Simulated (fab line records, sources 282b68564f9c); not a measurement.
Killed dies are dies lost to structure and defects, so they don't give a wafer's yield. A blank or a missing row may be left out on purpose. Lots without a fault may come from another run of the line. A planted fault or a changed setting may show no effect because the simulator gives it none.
A struck lot beside a sound one | flow rit_cmos | 16 steps out of a route of 202
Sound: wafers L114.1, L114.2, L114.5. Struck: wafers L122.1, L122.5, L122.6. The cause comes at the end.
At each step with rows: each side's tool, then ch and its chambers, then its first start. Under that, the readings that differ: sound wafers | struck wafers | difference of the means | sigmas: that difference in standard deviations of wafers without a fault.
alike: readings whose means differ by less than 2 such deviations, and words and numbers that are the same on both sides. not compared: withheld readings, readings that some wafer has no value for, bounds like >300 that may hide the same value, and numbers for which the record gives no deviation and whose values overlap.
The two part at a step that has a row with sigmas, a row that says differs or no value, or rows on one side only. Numbers that don't overlap but have no deviation are shown without sigmas and don't part them. A reading that every wafer of one side lacks parts them only if that side has two wafers or more.

RIT_PWELL_TW_MEAS_10:
  sound on film_metro-03, day 2 19:19; struck on film_metro-01, day 4 14:02
  alike: PWELL_TW
then, 1 step without rows for these wafers: RIT_WELLDRIVE_ANNEAL_00 (time 14700 s).
RIT_WELLDRIVE_RS_MEAS_01: measures by four-point-probe.
  sound on film_metro-03, day 3 00:28; struck on film_metro-01, day 4 22:16
  alike: NWELL_RS
RIT_WELLDRIVE_RS_MEAS_02: measures by four-point-probe.
  sound on film_metro-03, day 3 00:35; struck on film_metro-01, day 4 22:23
  alike: PWELL_RS
then, 6 steps without rows for these wafers: RIT_NRETRO_HMDS_00 (prime time 60 s); RIT_NRETRO_COAT_01 (resist thk 1300 nm); RIT_NRETRO_SOFTBAKE_02 (time 60 s); RIT_NRETRO_EXPOSE_03 (exposes mask M4, target cd 43900 nm); RIT_NRETRO_PEB_04; RIT_NRETRO_DEVELOP_05 (develop time 68 s).
RIT_NRETRO_OVL_MEAS_06:
  sound on overlay-02, day 3 01:55; struck on overlay-02, day 4 23:31
  alike: NRETRO_OVL
then, 1 step without rows for these wafers: RIT_NRETRO_HARDBAKE_07 (time 120 s).
RIT_NRETRO_IMPLANT_08:
  sound on implanter-03 ch 0, day 3 02:12; struck on implanter-02 ch 0, day 5 00:07
  alike: faraday_current_uA
RIT_NRETRO_STRIP_09: strips in O2, time 180 s.
  sound on plasma_asher-03 ch 0,1, day 3 02:21; struck on plasma_asher-02 ch 0,1, day 5 00:16
  alike: drypump_motor_current_A
  not compared: rf_hours_counter_h
RIT_NRETRO_TW_MEAS_10:
  sound on film_metro-04, day 3 02:31; struck on film_metro-02, day 5 00:43
  reading   | sound          | struck         | difference | sigmas
  NRETRO_TW | 1063 1070 1068 | 1322 1323 1322 | +255       | +46
RIT_M1_PROBE_99:
  the record has rows for the sound wafers here (prober-01, day 4 08:14) and none for the struck ones

WHERE THEY PART
First at RIT_NRETRO_TW_MEAS_10; last, within this record, at RIT_M1_PROBE_99.

WHY: what the simulator had put in
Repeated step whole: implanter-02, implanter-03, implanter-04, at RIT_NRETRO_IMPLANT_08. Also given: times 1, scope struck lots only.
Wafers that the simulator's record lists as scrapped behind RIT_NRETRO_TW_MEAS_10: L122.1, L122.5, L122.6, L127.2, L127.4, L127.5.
